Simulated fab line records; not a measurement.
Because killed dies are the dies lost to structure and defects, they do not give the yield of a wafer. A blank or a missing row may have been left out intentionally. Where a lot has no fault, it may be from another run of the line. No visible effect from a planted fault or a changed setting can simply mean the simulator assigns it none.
The same fault as seen by 2 desks / flow berkeley_cmos170 / what lay behind the numbers comes last; until then each desk has only its own

THE TOOL OWNER'S DESK: pvd_sputter-04
The tool's own readings at UCB170_SILICIDE_SPUTTER_01 (material Ti, target thk 30 nm, time 25 s): means of the sampled wafers that have a number, for each lot that ran on this tool. Any lot whose mean is over 4 standard deviations away from the usual mean is out of limits and marked OUT; that distance is given in the brackets.
Columns: A = cathode_dc_power_W at UCB170_SILICIDE_SPUTTER_01, usual 1500.0 W; B = throttle_valve_pct at UCB170_SILICIDE_SPUTTER_01, usual 30.0 %
lot=L700; first seen here=day 8 10:41; A=1500.2; B=30.3
lot=L701; first seen here=day 8 14:47; A=1499.9; B=30.4
lot=L704; first seen here=day 9 01:05; A=1499.9; B=30.3
lot=L703; first seen here=day 9 01:35; A=1499.7; B=30.2
lot=L710; first seen here=day 10 01:50; A=1481.8 (-65) OUT; B=30.4
lot=L712; first seen here=day 10 13:56; A=1481.6 (-66) OUT; B=30.6
Finding of this desk: L710, L712 out of limits; the first was L710 at day 10 01:50, on cathode_dc_power_W at UCB170_SILICIDE_SPUTTER_01. L700, L701, L704, L703: within limits.

THE METROLOGY DESK
Lot by lot, what the gauges showed, no matter which tool ran the lot: averages of those sampled wafers that carry a number. Any lot whose mean is over 4 standard deviations away from the usual mean is out of limits and marked OUT; that distance is given in the brackets.
Columns: A = cd_nm at UCB170_GATE_CD_MEAS_12, usual 349.6 nm; B = cd_nm at UCB170_PSD_CD_MEAS_06, usual 1199.6 nm; C = SILICIDE_TI_RS at UCB170_SILICIDE_RS_MEAS_02, usual 26.2 ohm/sq; D = SILICIDE_TI_THK at UCB170_SILICIDE_THK_MEAS_03, usual 29.0 nm; E = cd_nm at UCB170_CONTACT_CD_MEAS_15, usual 700.2 nm
lot=L700; first seen here=day 7 14:32; A=346.5; B=1198.4; C=26.2; D=29.0; E=700.3
lot=L699; first seen here=day 7 15:00; A=348.6; B=1200.8; C=26.3; D=29.0; E=700.7
lot=L701; first seen here=day 7 23:20; A=349.9; B=1198.0; C=26.2; D=29.0; E=700.5
lot=L704; first seen here=day 8 07:17; A=350.5; B=1199.2; C=26.7; D=28.7; E=698.4
lot=L705; first seen here=day 8 07:43; A=349.8; B=1200.6; C=26.0; D=29.2; E=700.3
lot=L703; first seen here=day 8 07:48; A=349.5; B=1198.6; C=26.1; D=29.2; E=700.2
lot=L707; first seen here=day 8 20:05; A=350.2; B=1202.1; C=26.4; D=28.9; E=701.7
lot=L710; first seen here=day 9 09:34; A=349.6; B=1199.2; C=26.7; D=28.7; E=701.1
lot=L712; first seen here=day 9 20:32; A=350.8; B=1200.4; C=26.3; D=29.0; E=700.2
lot=L713; first seen here=day 10 04:22; A=348.3; B=1198.1; C=26.5; D=28.8; E=700.1
lot=L717; first seen here=day 11 01:50; A=349.6; B=1197.9; C=26.5; D=28.8; E=699.7
lot=L718; first seen here=day 11 02:17; A=351.1; B=1199.9; C=25.9; D=29.6; E=699.9
lot=L720; first seen here=day 11 20:26; A=348.5; B=1200.5; C=26.0; D=29.0; E=701.3
lot=L722; first seen here=day 12 08:25; A=350.2; B=1199.4; C=25.9; D=29.2; E=697.6
This desk's finding: nothing out of limits on any of the 14 lots.

PUT TOGETHER
On L710, L712, at day 10 01:50, an alarm was possible from the tool owner's desk.
The metrology desk saw nothing out of limits.
The metrology desk has L710, L712 on record, within its limits.
Of the lots named, all ran UCB170_SILICIDE_SPUTTER_01 on pvd_sputter-04.

WHAT THE SIMULATOR HAD PUT IN
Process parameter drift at UCB170_SILICIDE_SPUTTER_01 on pvd_sputter-04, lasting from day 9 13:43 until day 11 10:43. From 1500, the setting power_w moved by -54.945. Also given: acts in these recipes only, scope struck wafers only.
Lots struck among those shown: L710, L712.
Hours from the fault's start to each desk's first reading out of limits: the tool owner's desk, 12.
